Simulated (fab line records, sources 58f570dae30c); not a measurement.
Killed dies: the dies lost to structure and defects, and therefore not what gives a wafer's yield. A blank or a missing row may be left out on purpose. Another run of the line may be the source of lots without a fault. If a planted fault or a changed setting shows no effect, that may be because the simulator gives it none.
Problem report in the 8D (eight disciplines) form, filled by code | flow berkeley_cmos170 | the parts of the form that need people (team, actions taken, sign-off) are left out

## 1. PROBLEM STATEMENT
Wafers free of any fault read 0.0321 ohm/sq (standard deviation 0.00032) for M3_AL_RS at UCB170_M3_RS_MEAS_02, against a mean of 0.0279 ohm/sq on 2 wafers of 2 lots. Relative to the usual mean, that is a shift of -13 standard deviations.
The step: measures by four-point-probe.
The first sign was on wafer L441.5 at day 10 18:43, on film_metro-03. Wafers with a number at this step in the record: 42, from 14 lots. By rule, "out" or "out of limits" means more than 4 standard deviations away from the usual mean. The rest of the wafers with a number are treated as sound.

## 2. WHAT IT IS AND WHAT IT IS NOT
question                    | is                | is not
which readings at this step | M3_AL_RS          | -
which lots                  | L441, L443        | L425, L426, L427, L428, L429, L430, L431, L433, L435, L436, L440, L448
which wafers of those lots  | L441.5, L443.6    | L441.1, L441.6, L443.1, L443.4
read on which gauges        | film_metro-03     | film_metro-01, film_metro-04
when                        | from day 10 18:43 | up to then (35 sound wafers); but 5 sound wafers of L443, L448 came after

## 3. WHAT RULES OUT EACH SUSPECT
Counting: if a tool at a process step up to the reading ran every lot that is out, it stays a suspect. Sound lots after the first of them don't rule it out here, since some wafers of a struck lot are sound.
- the gauge at UCB170_M3_RS_MEAS_02 has been ruled out. All the wafers that are out were read on film_metro-03, but those of them that UCB170_M3_METAL_ETCH_18 has rows for are out there too, on other tools.
- cmp-02 at UCB170_V1_CMP_02 (polishes SiO2): kept. It ran every lot that is out, first L441 (day 10 09:10); its last sound lot up to then is L436 (day 9 16:16).
- pvd_sputter-01 at UCB170_M3_SPUTTER_01 (material Al, target thk 900 nm, time 120 s): kept. It ran every lot that is out, first L441 (day 10 18:35); its last sound lot up to then is L433 (day 9 12:02).
The count leaves pvd_sputter-01 at UCB170_M3_SPUTTER_01 and cmp-02 at UCB170_V1_CMP_02.

## 4. THE CAUSE (what the simulator had put in)
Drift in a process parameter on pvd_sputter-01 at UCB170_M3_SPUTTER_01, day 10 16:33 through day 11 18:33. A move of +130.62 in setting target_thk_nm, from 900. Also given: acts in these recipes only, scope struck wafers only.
Counting leaves 2 suspects; this tool is one of them.

## 5. THE CHAIN OF EFFECTS, in route order
Each row: a reading where the mean over the struck wafers with a number is more than 3 standard deviations away from the usual. Readings are gone through only where the record gives a usual standard deviation; hours: the median, over the lots, of the time from a lot's start at the first step in this table giving one to that lot's start at this step; sigmas: the change measured in usual standard deviations.
hours | step                    | reading        | usual         | on struck wafers | change  | sigmas
0     | UCB170_M3_RS_MEAS_02    | M3_AL_RS       | 0.0321 ohm/sq | 0.0279           | -0.0041 | -13
0     | UCB170_M3_THK_MEAS_03   | M3_AL_THK      | 891 nm        | 1022             | +130    | +14
3     | UCB170_M3_METAL_ETCH_18 | oes_product_au | 0.845 a.u.    | 0.923            | +0.078  | +5.2
The process steps in it:
- UCB170_M3_METAL_ETCH_18: etches Al in Cl2/BCl3, stops on SiO2, target depth 1170 nm, time 195 s.

## 6. WHAT WOULD HAVE CAUGHT IT SOONER
Counted from the fault's start at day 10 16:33, it took 2 hours until the first out-of-limits reading at a measuring or inspecting step in this record, taken at day 10 18:43.
An alarm limit of 4 standard deviations would not have fired on the tool readings at UCB170_M3_SPUTTER_01 for which the record gives a usual standard deviation, since none of them was out on any struck wafer.
L443, from the lots that are out (2), started UCB170_M3_SPUTTER_01 on pvd_sputter-01 later than day 10 18:43. Putting the tool on hold at that point would have spared it.
